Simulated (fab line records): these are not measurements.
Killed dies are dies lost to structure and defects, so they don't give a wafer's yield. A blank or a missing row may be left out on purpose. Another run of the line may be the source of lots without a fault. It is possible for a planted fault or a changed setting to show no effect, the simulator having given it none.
Which tool is to blame? ; flow berkeley_cmos170 ; 7 lots, 21 wafers sampled, at 2 steps of a route of 331

## WHAT EACH GAUGE READ, for each wafer
UCB170_M3_RS_MEAS_02: uses a four-point probe to measure.
lot;measured;on;M3_AL_RS (ohm/sq)
L409;day 7 22:28;film_metro-03;0.0320 0.0325 0.0323
L414;day 9 09:10;film_metro-04;0.0324 0.0320 0.0323
L418;day 9 13:48;film_metro-04;0.0320 0.0320 0.0322
L423;day 10 18:10;film_metro-04;0.0325 0.0318 0.0317
L424;day 10 21:14;film_metro-04;0.0301 0.0299 0.0300 0.0300 0.0299 0.0300
L426;day 11 08:12;film_metro-04;0.0303 0.0302 0.0304 0.0303 0.0304 0.0304
L431;day 12 07:09;film_metro-03;0.0322 0.0325 0.0328

## TOOL THAT RAN EACH LOT (tool first, then ch and the chambers of the sampled wafers, then the start)
lot;UCB170_M3_SPUTTER_01
L409;pvd_sputter-02, day 7 22:22
L414;pvd_sputter-02, day 9 09:05
L418;pvd_sputter-04, day 9 13:42
L423;pvd_sputter-04, day 10 18:04
L424;pvd_sputter-01, day 10 21:08
L426;pvd_sputter-01, day 11 08:06
L431;pvd_sputter-04, day 12 07:04
- UCB170_M3_SPUTTER_01: material Al, target thk 900 nm, time 120 s.

## THE ANSWER, worked out from the rows above alone
Rule: usual is defined by the lots themselves. Put in order of their means at a reading, lots are off if they are a third of the lots or fewer, leave a main group of 4 or more, and stand apart from it by a gap of 3 or more times the standard deviation of the main group's means; of several such gaps the widest counts. The tables above print the reading to a certain number of digits; a main group whose means all agree to those digits is not used. A lot without any number at a reading at which 4 lots or more have one is off too. Any other lot the step has rows for is counted as sound.
Off: at UCB170_M3_RS_MEAS_02 (M3_AL_RS), L424, L426. Mean 0.0322 ohm/sq and standard deviation 0.00017 in the main group.
If a tool, at a process step before that reading, ran all the lots that are off and no sound lot after the first of them, it fits. Those tools and the gauges at UCB170_M3_RS_MEAS_02 are tried in the same way. Undecided on this evidence; 2 tools fit (pvd_sputter-01 at UCB170_M3_SPUTTER_01, film_metro-04 at UCB170_M3_RS_MEAS_02).

## WHAT THE SIMULATOR HAD INSERTED
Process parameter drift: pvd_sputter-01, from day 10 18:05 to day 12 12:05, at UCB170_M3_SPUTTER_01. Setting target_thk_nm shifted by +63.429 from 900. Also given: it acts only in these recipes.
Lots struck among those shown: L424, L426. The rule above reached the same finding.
